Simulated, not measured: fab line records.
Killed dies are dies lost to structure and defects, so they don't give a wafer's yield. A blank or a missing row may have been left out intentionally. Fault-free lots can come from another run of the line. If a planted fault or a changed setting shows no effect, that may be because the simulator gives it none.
fab line records / flow rit-cmos / part 2 of 2: steps 29 to 29 of 29
record lots=5 wafers=23
route steps=202 shown ACTIVE@2 FOX2@23 NRETRO@54 PRETRO@65 GATE@78 REOX@98 M1@202
start-h: the number of hours between the record's first day and the start of the first shown wafer of the lot / wait-h: time in hours since the lot's previous step / " repeats the value in the row above / L1.1+2: several wafers, shown together as one row / - no value, or no start given / * or withheld: withheld / < > ~ a bound
route shown NAME@n: NAME is a module with steps in the file, n the number in the route of the first one / usual: mean and standard deviation over wafers with no fault / same: alike in all rows / chamber/n: place in a boat / sites: the reading at each site / _std_site: how widely they spread, as a standard deviation / _edge_site: inner sites' mean taken away from outer sites' mean / radius-mm: how far each site lies from the wafer's centre / mask NAME#n: copy n / behind: the most recent tool/chamber to have shaped the wafer / hold: the reason the lot was held/the length of the hold in hours/how it ended / device: whichever transistor did not switch (one of n, p or np) / end of line: the same wafers' tests at the end of the route / a step without rows: its recipe alone / killed: dies lost to structure and defects at the first sort, not the wafer's yield / map: the dies of a wafer, with x for killed, . for not killed, _ for no die there
set.NAME: the setting the step ran with; set.NAME@STEP: the setting that earlier step ran with / model.NAME: the simulator's own value behind a step, which no gauge read
one table per step and one row per wafer, for lots whose settings were changed on purpose
## steps
# step RIT_M1_PROBE_99
# usual killed_at_M0_to_M3=0.0/0.12 killed-at-front-end=7/3.2 killed-dies=7/3.2 killed-open=3.2/2 killed-short=3.6/2.1
# same gross-dies=264 killed_at_M4_up=0 killed-at-back-side=0 killed-at-contacts=0 killed-at-other=0
lot.wafer=L074.1 tool=prober-02 chamber=- start-h=56.55 wait-h=0.1 set.time-s@REOX_CLEAN_00=600 killed_at_M0_to_M3=0 killed-at-front-end=4 killed-dies=4 killed-open=3 killed-short=1 model.etest.npoly-line.line-ohm-um=177.4 model.etest.npoly-line.rs-ohm-sq=17.03 model.etest.npoly-sal.rs-ohm-sq=4.363 model.etest.ppoly-line.line-ohm-um=172.2
lot.wafer=L074.3 tool=prober-02 chamber=- start-h=56.65 wait-h=0.2 set.time-s@REOX_CLEAN_00=600 killed_at_M0_to_M3=1 killed-at-front-end=6 killed-dies=7 killed-open=6 killed-short=1 model.etest.npoly-line.line-ohm-um=180.9 model.etest.npoly-line.rs-ohm-sq=17.34 model.etest.npoly-sal.rs-ohm-sq=4.398 model.etest.ppoly-line.line-ohm-um=174
lot.wafer=L074.4 tool=prober-02 chamber=- start-h=56.70 wait-h=0.2 set.time-s@REOX_CLEAN_00=600 killed_at_M0_to_M3=0 killed-at-front-end=5 killed-dies=5 killed-open=1 killed-short=4 model.etest.npoly-line.line-ohm-um=175.8 model.etest.npoly-line.rs-ohm-sq=16.97 model.etest.npoly-sal.rs-ohm-sq=4.375 model.etest.ppoly-line.line-ohm-um=170.9
lot.wafer=L074.5 tool=prober-02 chamber=- start-h=56.75 wait-h=0.2 set.time-s@REOX_CLEAN_00=600 killed_at_M0_to_M3=0 killed-at-front-end=7 killed-dies=7 killed-open=4 killed-short=3 model.etest.npoly-line.line-ohm-um=180.2 model.etest.npoly-line.rs-ohm-sq=17.26 model.etest.npoly-sal.rs-ohm-sq=4.362 model.etest.ppoly-line.line-ohm-um=176.3
lot.wafer=L074.6 tool=prober-02 chamber=- start-h=56.80 wait-h=0.2 set.time-s@REOX_CLEAN_00=600 killed_at_M0_to_M3=0 killed-at-front-end=8 killed-dies=8 killed-open=4 killed-short=4 model.etest.npoly-line.line-ohm-um=178.4 model.etest.npoly-line.rs-ohm-sq=17.29 model.etest.npoly-sal.rs-ohm-sq=4.387 model.etest.ppoly-line.line-ohm-um=176.5
lot.wafer=L078.1 tool=prober-02 chamber=- start-h=80.22 wait-h=0.1 set.time-s@REOX_CLEAN_00=600 killed_at_M0_to_M3=0 killed-at-front-end=10 killed-dies=10 killed-open=6 killed-short=4 model.etest.npoly-line.line-ohm-um=- model.etest.npoly-line.rs-ohm-sq=- model.etest.npoly-sal.rs-ohm-sq=- model.etest.ppoly-line.line-ohm-um=-
lot.wafer=L078.2 tool=prober-02 chamber=- start-h=80.27 wait-h=0.1 set.time-s@REOX_CLEAN_00=600 killed_at_M0_to_M3=0 killed-at-front-end=3 killed-dies=3 killed-open=2 killed-short=1 model.etest.npoly-line.line-ohm-um=- model.etest.npoly-line.rs-ohm-sq=- model.etest.npoly-sal.rs-ohm-sq=- model.etest.ppoly-line.line-ohm-um=-
lot.wafer=L078.3 tool=prober-02 chamber=- start-h=80.32 wait-h=0.2 set.time-s@REOX_CLEAN_00=600 killed_at_M0_to_M3=0 killed-at-front-end=11 killed-dies=11 killed-open=4 killed-short=7 model.etest.npoly-line.line-ohm-um=- model.etest.npoly-line.rs-ohm-sq=- model.etest.npoly-sal.rs-ohm-sq=- model.etest.ppoly-line.line-ohm-um=-
lot.wafer=L078.5 tool=prober-02 chamber=- start-h=80.42 wait-h=0.2 set.time-s@REOX_CLEAN_00=600 killed_at_M0_to_M3=0 killed-at-front-end=8 killed-dies=8 killed-open=2 killed-short=6 model.etest.npoly-line.line-ohm-um=- model.etest.npoly-line.rs-ohm-sq=- model.etest.npoly-sal.rs-ohm-sq=- model.etest.ppoly-line.line-ohm-um=-
lot.wafer=L078.6 tool=prober-02 chamber=- start-h=80.47 wait-h=0.2 set.time-s@REOX_CLEAN_00=600 killed_at_M0_to_M3=0 killed-at-front-end=6 killed-dies=6 killed-open=2 killed-short=4 model.etest.npoly-line.line-ohm-um=- model.etest.npoly-line.rs-ohm-sq=- model.etest.npoly-sal.rs-ohm-sq=- model.etest.ppoly-line.line-ohm-um=-
lot.wafer=L080.1 tool=prober-02 chamber=- start-h=92.18 wait-h=0.1 set.time-s@REOX_CLEAN_00=682.4 killed_at_M0_to_M3=0 killed-at-front-end=237 killed-dies=237 killed-open=0 killed-short=3 model.etest.npoly-line.line-ohm-um=3180 model.etest.npoly-line.rs-ohm-sq=414.6 model.etest.npoly-sal.rs-ohm-sq=413.7 model.etest.ppoly-line.line-ohm-um=1715
lot.wafer=L080.3 tool=prober-02 chamber=- start-h=92.28 wait-h=0.2 set.time-s@REOX_CLEAN_00=682.4 killed_at_M0_to_M3=0 killed-at-front-end=229 killed-dies=229 killed-open=1 killed-short=5 model.etest.npoly-line.line-ohm-um=2986 model.etest.npoly-line.rs-ohm-sq=373.3 model.etest.npoly-sal.rs-ohm-sq=374.4 model.etest.ppoly-line.line-ohm-um=1498
lot.wafer=L080.4 tool=prober-02 chamber=- start-h=92.33 wait-h=0.2 set.time-s@REOX_CLEAN_00=682.4 killed_at_M0_to_M3=0 killed-at-front-end=251 killed-dies=251 killed-open=2 killed-short=6 model.etest.npoly-line.line-ohm-um=- model.etest.npoly-line.rs-ohm-sq=- model.etest.npoly-sal.rs-ohm-sq=- model.etest.ppoly-line.line-ohm-um=-
lot.wafer=L080.5 tool=prober-02 chamber=- start-h=92.38 wait-h=0.2 set.time-s@REOX_CLEAN_00=682.4 killed_at_M0_to_M3=0 killed-at-front-end=243 killed-dies=243 killed-open=3 killed-short=0 model.etest.npoly-line.line-ohm-um=- model.etest.npoly-line.rs-ohm-sq=- model.etest.npoly-sal.rs-ohm-sq=- model.etest.ppoly-line.line-ohm-um=-
lot.wafer=L080.6 tool=prober-02 chamber=- start-h=92.43 wait-h=0.2 set.time-s@REOX_CLEAN_00=682.4 killed_at_M0_to_M3=0 killed-at-front-end=226 killed-dies=226 killed-open=5 killed-short=0 model.etest.npoly-line.line-ohm-um=- model.etest.npoly-line.rs-ohm-sq=- model.etest.npoly-sal.rs-ohm-sq=- model.etest.ppoly-line.line-ohm-um=-
lot.wafer=L082.1 tool=prober-02 chamber=- start-h=104.56 wait-h=0.1 set.time-s@REOX_CLEAN_00=525.5 killed_at_M0_to_M3=0 killed-at-front-end=264 killed-dies=264 killed-open=5 killed-short=3 model.etest.npoly-line.line-ohm-um=- model.etest.npoly-line.rs-ohm-sq=- model.etest.npoly-sal.rs-ohm-sq=- model.etest.ppoly-line.line-ohm-um=-
lot.wafer=L082.2 tool=prober-02 chamber=- start-h=104.61 wait-h=0.1 set.time-s@REOX_CLEAN_00=525.5 killed_at_M0_to_M3=0 killed-at-front-end=264 killed-dies=264 killed-open=5 killed-short=5 model.etest.npoly-line.line-ohm-um=- model.etest.npoly-line.rs-ohm-sq=- model.etest.npoly-sal.rs-ohm-sq=- model.etest.ppoly-line.line-ohm-um=-
lot.wafer=L082.4 tool=prober-02 chamber=- start-h=104.71 wait-h=0.2 set.time-s@REOX_CLEAN_00=525.5 killed_at_M0_to_M3=0 killed-at-front-end=264 killed-dies=264 killed-open=1 killed-short=1 model.etest.npoly-line.line-ohm-um=- model.etest.npoly-line.rs-ohm-sq=- model.etest.npoly-sal.rs-ohm-sq=- model.etest.ppoly-line.line-ohm-um=-
lot.wafer=L082.5 tool=prober-02 chamber=- start-h=104.76 wait-h=0.2 set.time-s@REOX_CLEAN_00=525.5 killed_at_M0_to_M3=0 killed-at-front-end=264 killed-dies=264 killed-open=5 killed-short=5 model.etest.npoly-line.line-ohm-um=- model.etest.npoly-line.rs-ohm-sq=- model.etest.npoly-sal.rs-ohm-sq=- model.etest.ppoly-line.line-ohm-um=-
lot.wafer=L082.6 tool=prober-02 chamber=- start-h=104.81 wait-h=0.2 set.time-s@REOX_CLEAN_00=525.5 killed_at_M0_to_M3=0 killed-at-front-end=264 killed-dies=264 killed-open=1 killed-short=3 model.etest.npoly-line.line-ohm-um=- model.etest.npoly-line.rs-ohm-sq=- model.etest.npoly-sal.rs-ohm-sq=- model.etest.ppoly-line.line-ohm-um=-
lot.wafer=L084.3 tool=prober-02 chamber=- start-h=113.10 wait-h=0.2 set.time-s@REOX_CLEAN_00=600 killed_at_M0_to_M3=0 killed-at-front-end=14 killed-dies=14 killed-open=8 killed-short=6 model.etest.npoly-line.line-ohm-um=174.2 model.etest.npoly-line.rs-ohm-sq=16.65 model.etest.npoly-sal.rs-ohm-sq=4.27 model.etest.ppoly-line.line-ohm-um=167.9
lot.wafer=L084.5 tool=prober-02 chamber=- start-h=113.20 wait-h=0.2 set.time-s@REOX_CLEAN_00=600 killed_at_M0_to_M3=0 killed-at-front-end=6 killed-dies=6 killed-open=2 killed-short=4 model.etest.npoly-line.line-ohm-um=171.9 model.etest.npoly-line.rs-ohm-sq=16.96 model.etest.npoly-sal.rs-ohm-sq=4.323 model.etest.ppoly-line.line-ohm-um=169.7
lot.wafer=L084.6 tool=prober-02 chamber=- start-h=113.25 wait-h=0.2 set.time-s@REOX_CLEAN_00=600 killed_at_M0_to_M3=0 killed-at-front-end=10 killed-dies=10 killed-open=2 killed-short=8 model.etest.npoly-line.line-ohm-um=172.8 model.etest.npoly-line.rs-ohm-sq=16.86 model.etest.npoly-sal.rs-ohm-sq=4.295 model.etest.ppoly-line.line-ohm-um=165
# killed by level:class
L074.1 FOX1:geometric-particle:short=1 GATE:geometric-particle:open=1 REOX:geometric-particle:open=1 SILICIDE:geometric-particle:open=1
L074.3 FOX2:geometric-particle:open=2 FOX1:geometric-particle:open=1 GATE:geometric-particle:short=1 GATE:geometric-particle:open=1 SILICIDE:geometric-particle:open=1 M1:geometric-particle:open=1
L074.4 FOX1:geometric-particle:short=1 FOX2:geometric-particle:short=1 GATE:geometric-particle:open=1 GATE:geometric-particle:short=1 SILICIDE:geometric-particle:short=1
L074.5 GATE:geometric-particle:open=2 FOX1:geometric-particle:short=1 FOX2:geometric-particle:open=1 GATE:geometric-particle:short=1 SPACER:geometric-particle:open=1 SILICIDE:geometric-particle:short=1
L074.6 GATE:geometric-particle:short=2 SPACER:geometric-particle:open=2 GATE:geometric-particle:open=1 REOX:geometric-particle:open=1 REOX:geometric-particle:short=1 SILICIDE:geometric-particle:short=1
L078.1 REOX:geometric-particle:short=4 FOX1:geometric-particle:open=2 REOX:geometric-particle:open=2 GATE:geometric-particle:open=1 SPACER:geometric-particle:open=1
L078.2 GATE:geometric-particle:short=1 REOX:geometric-particle:open=1 SPACER:geometric-particle:open=1
L078.3 SILICIDE:geometric-particle:short=3 REOX:geometric-particle:short=2 ACTIVE:geometric-particle:open=1 FOX2:geometric-particle:open=1 GATE:geometric-particle:short=1 GATE:geometric-particle:open=1 REOX:geometric-particle:open=1 SPACER:geometric-particle:short=1
L078.5 FOX1:geometric-particle:short=2 REOX:geometric-particle:short=2 FOX1:geometric-particle:open=1 GATE:geometric-particle:open=1 GATE:geometric-particle:short=1 SPACER:geometric-particle:short=1
L078.6 REOX:geometric-particle:open=2 SPACER:geometric-particle:short=2 FOX2:geometric-particle:short=1 REOX:geometric-particle:short=1
L080.1 SPACER:area-etchback=234 FOX1:geometric-particle:short=2 REOX:geometric-particle:short=1
L080.3 SPACER:area-etchback=223 GATE:geometric-particle:short=3 REOX:geometric-particle:short=2 GATE:geometric-particle:open=1
L080.4 SPACER:area-etchback=242 GATE:geometric-particle:short=2 REOX:geometric-particle:short=2 FOX1:geometric-particle:open=1 FOX1:geometric-particle:short=1 GATE:geometric-particle:open=1 SPACER:geometric-particle:short=1 PWELL:coat-microbubble-printed=1
L080.5 SPACER:area-etchback=240 SILICIDE:geometric-particle:open=3
L080.6 SPACER:area-etchback=221 SILICIDE:geometric-particle:open=2 GATE:geometric-particle:open=2 FOX1:geometric-particle:open=1
L082.1 SPACER:area-etchback=255 FOX2:geometric-particle:open=2 GATE:geometric-particle:short=2 GATE:geometric-particle:open=1 SPACER:geometric-particle:open=1 SPACER:geometric-particle:short=1 SILICIDE:geometric-particle:open=1 ACTIVE:area-etch=1
L082.2 SPACER:area-etchback=253 GATE:geometric-particle:open=3 GATE:geometric-particle:short=3 FOX1:geometric-particle:short=1 FOX2:geometric-particle:open=1 REOX:geometric-particle:short=1 SILICIDE:geometric-particle:open=1 ACTIVE:area-etch=1
L082.4 SPACER:area-etchback=262 FOX2:geometric-particle:short=1 GATE:geometric-particle:open=1
L082.5 SPACER:area-etchback=253 GATE:geometric-particle:short=2 FOX1:geometric-particle:open=1 FOX1:geometric-particle:short=1 FOX2:geometric-particle:short=1 FOX2:geometric-particle:open=1 GATE:geometric-particle:open=1 SPACER:geometric-particle:open=1
L082.6 SPACER:area-etchback=260 GATE:geometric-particle:short=2 SPACER:geometric-particle:open=1 SILICIDE:geometric-particle:short=1
L084.3 GATE:geometric-particle:open=3 FOX2:geometric-particle:open=2 GATE:geometric-particle:short=2 SPACER:geometric-particle:open=2 SPACER:geometric-particle:short=2 FOX2:geometric-particle:short=1 REOX:geometric-particle:short=1 SILICIDE:geometric-particle:open=1
L084.5 GATE:geometric-particle:short=2 SILICIDE:geometric-particle:short=2 GATE:geometric-particle:open=1 REOX:geometric-particle:open=1
L084.6 GATE:geometric-particle:short=4 SPACER:geometric-particle:short=2 SILICIDE:geometric-particle:short=2 GATE:geometric-particle:open=1 SPACER:geometric-particle:open=1
## key
split step=RIT_ACTIVE_OXIDATION_01 setting=temp-c stated=1000 by=lot
response step=RIT_ACTIVE_OXIDATION_01 reading=model.SiO2_of_ACTIVE_OXIDATION_01.thk-nm change=+4.15 per=1% r=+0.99
response step=RIT_ACTIVE_THK_MEAS_02 reading=ACTIVE_OXIDE_THK change=+4.16 per=1% r=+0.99
response step=RIT_FOX2_WET_ETCH_03 reading=model.SiO2_of_ACTIVE_OXIDATION_01.thk-nm change=+3.48 per=1% r=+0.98
split step=RIT_ACTIVE_CVD_03 setting=temp-c stated=810 by=lot
response step=RIT_ACTIVE_CVD_03 reading=model.Si3N4_of_ACTIVE_CVD_03.thk-nm change=+21.8 per=1% r=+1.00
response step=RIT_ACTIVE_THK_MEAS_04 reading=ACTIVE_NITRIDE_THK change=+21.8 per=1% r=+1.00
response step=RIT_ACTIVE_ETCH_13 reading=oes-product-au change=+0.0631 per=1% r=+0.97
split step=RIT_ACTIVE_ETCH_13 setting=pressure-mtorr stated=260 by=lot
response none clear
split step=RIT_FOX2_OXIDATION_00 setting=temp-c stated=1100 by=lot
response step=RIT_FOX2_OXIDATION_00 reading=model.SiO2_of_FOX2_OXIDATION_00.thk-nm change=+24.2 per=1% r=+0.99
response step=RIT_FOX2_OXIDATION_00 reading=model.Si3N4_of_ACTIVE_CVD_03.thk-nm change=-18.8 per=1% r=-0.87
response step=RIT_FOX2_THK_MEAS_01 reading=FOX2_OXIDE_THK change=+24.1 per=1% r=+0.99
response step=RIT_FOX2_THK_MEAS_90 reading=FIELD_OXIDE_LEFT_1_THK change=+23.5 per=1% r=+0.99
response step=RIT_FOX2_THK_MEAS_91 reading=FIELD_OXIDE_LEFT_2_THK change=+23.7 per=1% r=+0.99
split step=RIT_FOX2_WET_ETCH_03 setting=time-s stated=2700 by=lot
response none clear
split step=RIT_NRETRO_COAT_01 setting=spin-rpm stated=2000 by=wafer
response step=RIT_NRETRO_COAT_01 reading=model.NOVOLAK_of_NRETRO_COAT_01.thk-nm change=-6.63 per=1% r=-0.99
response step=RIT_NRETRO_HARDBAKE_07 reading=model.NOVOLAK_of_NRETRO_COAT_01.thk-nm change=-5.7 per=1% r=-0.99
split step=RIT_PRETRO_COAT_01 setting=spin-rpm stated=2000 by=wafer
response step=RIT_PRETRO_COAT_01 reading=model.NOVOLAK_of_PRETRO_COAT_01.thk-nm change=-6.66 per=1% r=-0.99
response step=RIT_PRETRO_HARDBAKE_07 reading=model.NOVOLAK_of_PRETRO_COAT_01.thk-nm change=-5.73 per=1% r=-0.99
split step=RIT_GATE_OXIDATION_05 setting=ox-time-s stated=270 by=lot
response step=RIT_GATE_OXIDATION_05 reading=model.SiO2_of_GATE_OXIDATION_05.thk-nm change=+0.0275 per=1% r=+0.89
split step=RIT_REOX_CLEAN_00 setting=time-s stated=600 by=lot
response step=RIT_M1_PROBE_99 reading=model.etest.npoly-line.line-ohm-um change=+212 per=1% r=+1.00
response step=RIT_M1_PROBE_99 reading=model.etest.ppoly-line.line-ohm-um change=+104 per=1% r=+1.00
response step=RIT_M1_PROBE_99 reading=model.etest.npoly-sal.rs-ohm-sq change=+28.4 per=1% r=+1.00
response step=RIT_M1_PROBE_99 reading=model.etest.npoly-line.rs-ohm-sq change=+27.4 per=1% r=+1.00
split step=RIT_REOX_OXIDATION_03 setting=ox-time-s stated=5580 by=lot
response step=RIT_REOX_OXIDATION_03 reading=model.SiO2_of_REOX_OXIDATION_03.thk-nm change=+0.17 per=1% r=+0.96
response step=RIT_REOX_THK_MEAS_04 reading=REOX_OXIDE_THK change=+0.17 per=1% r=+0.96
